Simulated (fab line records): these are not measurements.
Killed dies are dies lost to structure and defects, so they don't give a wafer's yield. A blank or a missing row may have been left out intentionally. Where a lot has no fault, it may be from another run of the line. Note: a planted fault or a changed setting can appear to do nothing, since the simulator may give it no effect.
What tool caused it? + flow rit_cmos + Sampling: 13 lots, 38 wafers, 5 of 202 route steps

WHAT THE GAUGES READ, wafer by wafer
Not one reading of a measure or inspect step in the record can be checked against a usual standard deviation.

TOOL THAT RAN EACH LOT (tool first, then ch and the chambers of the sampled wafers, then the start)
| lot  | RIT_ACTIVE_ETCH_13                | RIT_PLDD_STRIP_09                   | RIT_SPACER_ETCHBACK_05            | RIT_PSD_STRIP_09                    | RIT_M1_PROBE_99        |
|------|-----------------------------------|-------------------------------------|-----------------------------------|-------------------------------------|------------------------|
| L388 | rie_diel-04 ch 0,3, day 1 14:44   | plasma_asher-01 ch 0,1, day 3 06:08 | rie_diel-04 ch 0,1,2, day 3 08:44 | plasma_asher-03 ch 0,1, day 3 11:53 | -                      |
| L390 | rie_diel-01 ch 1,3, day 2 02:49   | plasma_asher-01 ch 0,1, day 3 08:13 | rie_diel-04 ch 1,2, day 3 10:45   | plasma_asher-03 ch 0,1, day 3 13:56 | -                      |
| L391 | rie_diel-01 ch 1,2, day 2 05:43   | plasma_asher-03 ch 0, day 3 22:25   | rie_diel-03 ch 1,3, day 4 01:00   | plasma_asher-04 ch 0,1, day 4 03:53 | -                      |
| L392 | rie_diel-02 ch 1,2, day 2 13:06   | plasma_asher-01 ch 0,1, day 4 03:14 | rie_diel-01 ch 0,2,3, day 4 05:47 | plasma_asher-02 ch 0,1, day 4 08:36 | -                      |
| L394 | rie_diel-01 ch 0,3, day 2 22:14   | plasma_asher-01 ch 0,1, day 4 06:11 | rie_diel-01 ch 0,1,3, day 4 08:43 | plasma_asher-03 ch 0,1, day 4 11:43 | -                      |
| L395 | rie_diel-04 ch 0,3, day 3 02:11   | plasma_asher-04 ch 0,1, day 4 08:10 | rie_diel-04 ch 0,3, day 4 10:45   | plasma_asher-04 ch 0,1, day 4 13:59 | prober-02, day 4 22:50 |
| L398 | rie_diel-01 ch 1,2,3, day 3 17:49 | plasma_asher-03 ch 0,1, day 5 00:12 | rie_diel-01 ch 0,2,3, day 5 02:45 | plasma_asher-03 ch 0,1, day 5 06:14 | -                      |
| L399 | rie_diel-04 ch 0,2,3, day 3 22:10 | plasma_asher-04 ch 0,1, day 5 07:01 | rie_diel-01 ch 1,2,3, day 5 09:37 | plasma_asher-03 ch 0,1, day 5 12:29 | -                      |
| L401 | rie_diel-02 ch 0,2, day 4 11:10   | plasma_asher-04 ch 0, day 5 16:20   | rie_diel-01 ch 0,1, day 5 19:15   | plasma_asher-04 ch 1, day 5 22:37   | prober-02, day 6 07:16 |
| L402 | rie_diel-01 ch 0,2,3, day 4 13:17 | plasma_asher-03 ch 0,1, day 5 18:38 | rie_diel-03 ch 1,3, day 5 21:25   | plasma_asher-03 ch 0,1, day 6 00:25 | -                      |
| L408 | rie_diel-02 ch 0,1,3, day 5 20:38 | plasma_asher-04 ch 0,1, day 7 12:40 | rie_diel-04 ch 1,2, day 7 15:11   | plasma_asher-04 ch 0,1, day 7 18:08 | -                      |
| L410 | rie_diel-01 ch 1,2,3, day 6 04:43 | plasma_asher-01 ch 0,1, day 8 03:31 | rie_diel-04 ch 1,2,3, day 8 06:27 | plasma_asher-02 ch 0,1, day 8 09:20 | -                      |
| L411 | rie_diel-02 ch 0,3, day 6 11:57   | plasma_asher-03 ch 0,1, day 8 03:56 | rie_diel-03 ch 0,1, day 8 06:53   | plasma_asher-03 ch 0,1, day 8 09:50 | -                      |
- RIT_ACTIVE_ETCH_13: etches Si3N4 in SF6, stops on SiO2, time 210 s, target depth 210 nm.
- RIT_PLDD_STRIP_09: strips in O2, time 180 s.
- RIT_SPACER_ETCHBACK_05: etches Si3N4 in SF6/CHF3, stops on SiO2, target depth 250 nm, time 240 s.
- RIT_PSD_STRIP_09: strips in O2, time 180 s.
- RIT_M1_PROBE_99

WHAT THE TOOLS THEMSELVES READ (means of the sampled wafers that have a number; where no wafer has one, the mark that the record gives instead)
RIT_ACTIVE_ETCH_13.
| lot  | tool        | drypump_motor_current_A (A) | oes_product_au (a.u.) | throttle_valve_pct (%) |
|------|-------------|-----------------------------|-----------------------|------------------------|
| L388 | rie_diel-04 | 6.0                         | 0.827                 | 7.52                   |
| L390 | rie_diel-01 | 5.0                         | 0.824                 | 7.52                   |
| L391 | rie_diel-01 | 5.2                         | 0.825                 | 7.50                   |
| L392 | rie_diel-02 | 5.4                         | 0.820                 | 7.52                   |
| L394 | rie_diel-01 | 5.0                         | 0.807                 | 7.50                   |
| L395 | rie_diel-04 | 6.1                         | 0.827                 | 7.51                   |
| L398 | rie_diel-01 | 5.0                         | 0.830                 | 7.46                   |
| L399 | rie_diel-04 | 5.9                         | 0.822                 | 7.51                   |
| L401 | rie_diel-02 | 5.7                         | 0.813                 | 7.65                   |
| L402 | rie_diel-01 | 5.1                         | 0.815                 | 7.47                   |
| L408 | rie_diel-02 | 5.7                         | 0.816                 | 7.47                   |
| L410 | rie_diel-01 | 5.0                         | 0.836                 | 7.47                   |
| L411 | rie_diel-02 | 5.8                         | 0.810                 | 7.45                   |

RIT_PLDD_STRIP_09.
| lot  | tool            | drypump_motor_current_A (A) | rf_refl_power_W (W) |
|------|-----------------|-----------------------------|---------------------|
| L388 | plasma_asher-01 | 5.70                        | 7.7                 |
| L390 | plasma_asher-01 | 5.68                        | 7.7                 |
| L391 | plasma_asher-03 | 5.65                        | 7.0                 |
| L392 | plasma_asher-01 | 5.66                        | 7.6                 |
| L394 | plasma_asher-01 | 5.69                        | 7.9                 |
| L395 | plasma_asher-04 | 5.35                        | 7.2                 |
| L398 | plasma_asher-03 | 5.70                        | 6.3                 |
| L399 | plasma_asher-04 | 5.35                        | 7.2                 |
| L401 | plasma_asher-04 | 5.73                        | 8.3                 |
| L402 | plasma_asher-03 | 5.70                        | 5.6                 |
| L408 | plasma_asher-04 | 5.53                        | 8.1                 |
| L410 | plasma_asher-01 | 5.68                        | 7.8                 |
| L411 | plasma_asher-03 | 5.71                        | 5.6                 |

RIT_SPACER_ETCHBACK_05.
| lot  | tool        | drypump_motor_current_A (A) | oes_product_au (a.u.) | throttle_valve_pct (%) |
|------|-------------|-----------------------------|-----------------------|------------------------|
| L388 | rie_diel-04 | 6.0                         | 0.849                 | 10.34                  |
| L390 | rie_diel-04 | 5.9                         | 0.849                 | 10.32                  |
| L391 | rie_diel-03 | 5.4                         | 0.854                 | 10.38                  |
| L392 | rie_diel-01 | 5.1                         | 0.847                 | 10.23                  |
| L394 | rie_diel-01 | 5.1                         | 0.827                 | 10.27                  |
| L395 | rie_diel-04 | 6.0                         | 0.853                 | 10.29                  |
| L398 | rie_diel-01 | 5.1                         | 0.833                 | 10.24                  |
| L399 | rie_diel-01 | 5.0                         | 0.840                 | 10.24                  |
| L401 | rie_diel-01 | 5.4                         | 0.834                 | 10.30                  |
| L402 | rie_diel-03 | 5.4                         | 0.866                 | 10.48                  |
| L408 | rie_diel-04 | 5.9                         | 0.848                 | 10.32                  |
| L410 | rie_diel-04 | 5.6                         | 0.830                 | 10.32                  |
| L411 | rie_diel-03 | 5.2                         | 0.860                 | 10.50                  |

RIT_PSD_STRIP_09.
| lot  | tool            | drypump_motor_current_A (A) | rf_refl_power_W (W) |
|------|-----------------|-----------------------------|---------------------|
| L388 | plasma_asher-03 | 5.7                         | 6.4                 |
| L390 | plasma_asher-03 | 5.7                         | 6.5                 |
| L391 | plasma_asher-04 | 5.5                         | 7.9                 |
| L392 | plasma_asher-02 | 6.1                         | 7.4                 |
| L394 | plasma_asher-03 | 5.7                         | 6.3                 |
| L395 | plasma_asher-04 | 5.5                         | 7.9                 |
| L398 | plasma_asher-03 | 5.7                         | 5.7                 |
| L399 | plasma_asher-03 | 5.7                         | 6.4                 |
| L401 | plasma_asher-04 | 5.2                         | 6.6                 |
| L402 | plasma_asher-03 | 5.7                         | 6.2                 |
| L408 | plasma_asher-04 | 5.5                         | 7.8                 |
| L410 | plasma_asher-02 | 6.1                         | 7.3                 |
| L411 | plasma_asher-03 | 5.7                         | 6.3                 |

RIT_M1_PROBE_99.
| lot  | tool      | killed_at_M0_to_M3 | killed_at_contacts | killed_at_front_end | killed_dies | killed_on_rim | killed_open | killed_short |
|------|-----------|--------------------|--------------------|---------------------|-------------|---------------|-------------|--------------|
| L395 | prober-02 | 0.0                | 0.0                | 11                  | 11          | 2.3           | 5.0         | 5.7          |
| L401 | prober-02 | 0.0                | 0.0                | 132                 | 132         | 34.5          | 2.5         | 4.0          |

THE ANSWER, worked out from the rows above alone
Rule: what is usual is taken from the lots themselves. The widest of any qualifying gaps counts: lots, ordered by their means at a reading, are off when they make up no more than a third of the lots, leave a main group of 4 or more, and stand apart from it by 3 or more times the standard deviation of that group's means. If all means in a main group match to the digits the tables above print for the reading, that group is not used. Also off: a lot with no number at a reading for which 4 or more lots have one. Any other lot the step has rows for is counted as sound. Order of review: gauges by route order, followed by the tools' own readings, for which a lot's mean as printed above is used. The first step at which some lot is off is used, and at that step the reading that is off furthest; a lot without a number counts as furthest.
Off: L401 (RIT_ACTIVE_ETCH_13, throttle_valve_pct). Mean 7.49 % and standard deviation 0.025 in the main group.
If a tool, at that step or one of the process steps before it, ran each lot that is off and ran no sound lot following the first of them, it fits. None of those tried fits.

WHAT THE SIMULATOR PUT IN
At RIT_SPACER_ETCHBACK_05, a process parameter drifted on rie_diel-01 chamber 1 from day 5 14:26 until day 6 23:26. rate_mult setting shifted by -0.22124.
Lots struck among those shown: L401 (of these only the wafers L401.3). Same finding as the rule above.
